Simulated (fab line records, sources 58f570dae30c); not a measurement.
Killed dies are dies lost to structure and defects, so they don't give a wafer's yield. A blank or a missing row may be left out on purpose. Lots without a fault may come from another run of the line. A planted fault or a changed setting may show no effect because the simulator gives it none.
Problem report in the 8D (eight disciplines) form, filled by code | flow berkeley_cmos170 | the parts of the form that need people (team, actions taken, sign-off) are left out

1. THE PROBLEM
oes_product_au at UCB170_M1_STRIP_13 reads a mean of 0.664 a.u. on 5 wafers of 2 lots; wafers without a fault read 0.720 a.u. with a standard deviation of 0.0043. That is -13 standard deviations from the usual mean.
The step: strips in O2.
First seen on wafer L132.1, day 9 06:19, on plasma_asher-03. The record holds 42 wafers of 14 lots with a number at this step. Rule for "out", or "out of limits": more than 4 standard deviations from the usual mean. The other wafers with a number count as sound.

2. WHAT IT IS AND WHAT IT IS NOT
question                    | is                                     | is not
which readings at this step | oes_product_au                         | drypump_motor_current_A
which lots                  | L132, L134                             | L127, L128, L129, L130, L131, L140, L141, L144, L145, L146, L147, L148
which wafers of those lots  | L132.1, L132.3, L132.5, L134.1, L134.4 | L134.3
read on which tools         | plasma_asher-03                        | plasma_asher-02, plasma_asher-04
when                        | from day 9 06:19                       | up to then (15 sound wafers); but 22 sound wafers of L134, L140, L141, L144, L145, L146, L147, L148 came after

3. SUSPECTS, AND WHAT RULES EACH OUT
Counting: a tool at a process step up to the reading stays a suspect if it ran every lot that is out. Sound lots after the first of them don't rule it out here, since some wafers of a struck lot are sound.
- plasma_asher-03 at UCB170_M1_STRIP_13 (strips in O2): kept. It ran every lot that is out, first L132 (day 9 06:19); its last sound lot up to then is L129 (day 9 01:44). Its own readings are out on those wafers: oes_product_au.
- Within plasma_asher-03 at UCB170_M1_STRIP_13: the wafers that are out ran in chamber 0; their sound lot-mates ran in chamber 1.
Left after counting: plasma_asher-03 at UCB170_M1_STRIP_13.

4. THE CAUSE (what the simulator had put in)
Process parameter drift: plasma_asher-03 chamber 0, from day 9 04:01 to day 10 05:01, at UCB170_M1_STRIP_13. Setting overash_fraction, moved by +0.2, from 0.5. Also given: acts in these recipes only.
Counting left only this tool.

5. THE CHAIN OF EFFECTS, in route order
Each row: a reading whose mean over the struck wafers that have a number lies more than 3 standard deviations from the usual. Only readings for which the record gives a usual standard deviation are gone through. hours: the time from each lot's start at the first step in this table that gives one to its start at this step, as a median over the lots. sigmas: the change in usual standard deviations.
hours | step               | reading        | usual      | on struck wafers | change | sigmas
0     | UCB170_M1_STRIP_13 | oes_product_au | 0.720 a.u. | 0.664            | -0.056 | -13
The process steps in it:
- UCB170_M1_STRIP_13: strips in O2.

6. WHAT WOULD HAVE CAUGHT IT SOONER
In this record the first reading out of limits was taken at day 9 06:19, 2 hours after the fault began at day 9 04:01.
